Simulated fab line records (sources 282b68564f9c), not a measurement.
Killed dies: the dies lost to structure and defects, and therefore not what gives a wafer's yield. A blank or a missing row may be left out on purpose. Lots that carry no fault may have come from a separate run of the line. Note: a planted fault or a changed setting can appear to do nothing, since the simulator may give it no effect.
Which tool was responsible? -- flow ritCmos -- 18 wafers from 6 lots sampled at 2 of the route's 202 steps

WHAT THE GAUGES SHOWED, per wafer
RIT_SDANNEAL_RS_MEAS_04: measures by four-point-probe.
lot,measured,on,PSD_RS (ohm/sq)
L793,day 3 07:03,filmMetro-01,115.8 115.8 116.0
L795,day 3 15:28,filmMetro-03,116.4 116.3 116.5
L797,day 4 02:46,filmMetro-03,116.5 115.9 116.4
L802,day 5 03:29,filmMetro-02,- - -
L808,day 6 09:02,filmMetro-02,115.7 115.5 115.9
L812,day 7 05:52,filmMetro-02,115.6 116.1 116.1

TOOL THAT RAN EACH LOT (tool first, then ch and the chambers of the sampled wafers, then the start)
lot,RIT_PSD_IMPLANT_08
L793,"implanter-01 ch 0, day 3 06:12"
L795,"implanter-03 ch 0, day 3 14:37"
L797,"implanter-01 ch 0, day 4 01:56"
L802,"implanter-02 ch 0, day 5 02:40"
L808,"implanter-03 ch 0, day 6 08:12"
L812,"implanter-01 ch 0, day 7 05:04"
- RIT_PSD_IMPLANT_08

THE ANSWER, worked out from the rows above alone
Rule: the usual values come from the lots themselves. Put in order of their means at a reading, lots are off if they are a third of the lots or fewer, leave a main group of 4 or more, and stand apart from it by a gap of 3 or more times the standard deviation of the main group's means; of several such gaps the widest counts. The tables above print the reading to a certain number of digits; a main group whose means all agree to those digits is not used. Also off: a lot with no number at a reading for which 4 or more lots have one. All remaining lots with rows at the step are treated as sound.
Off: L802, at RIT_SDANNEAL_RS_MEAS_04 (PSD_RS). Without a number there: L802. Mean 116.0 ohm/sq and standard deviation 0.26 in the main group.
If a tool, at a process step before that reading, ran all the lots that are off and no sound lot after the first of them, it fits. Gauges at RIT_SDANNEAL_RS_MEAS_04: tried the same way as those tools. One fits: RIT_PSD_IMPLANT_08 on implanter-02. It ran no sound lot before its first lot that is off in this sample, so the start can't be narrowed down.

WHAT THE SIMULATOR HAD PUT IN
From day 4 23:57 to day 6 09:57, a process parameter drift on implanter-02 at RIT_PSD_IMPLANT_08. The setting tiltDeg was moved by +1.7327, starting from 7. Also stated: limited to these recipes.
Struck lots among those shown: L802. The same result came from the rule above.
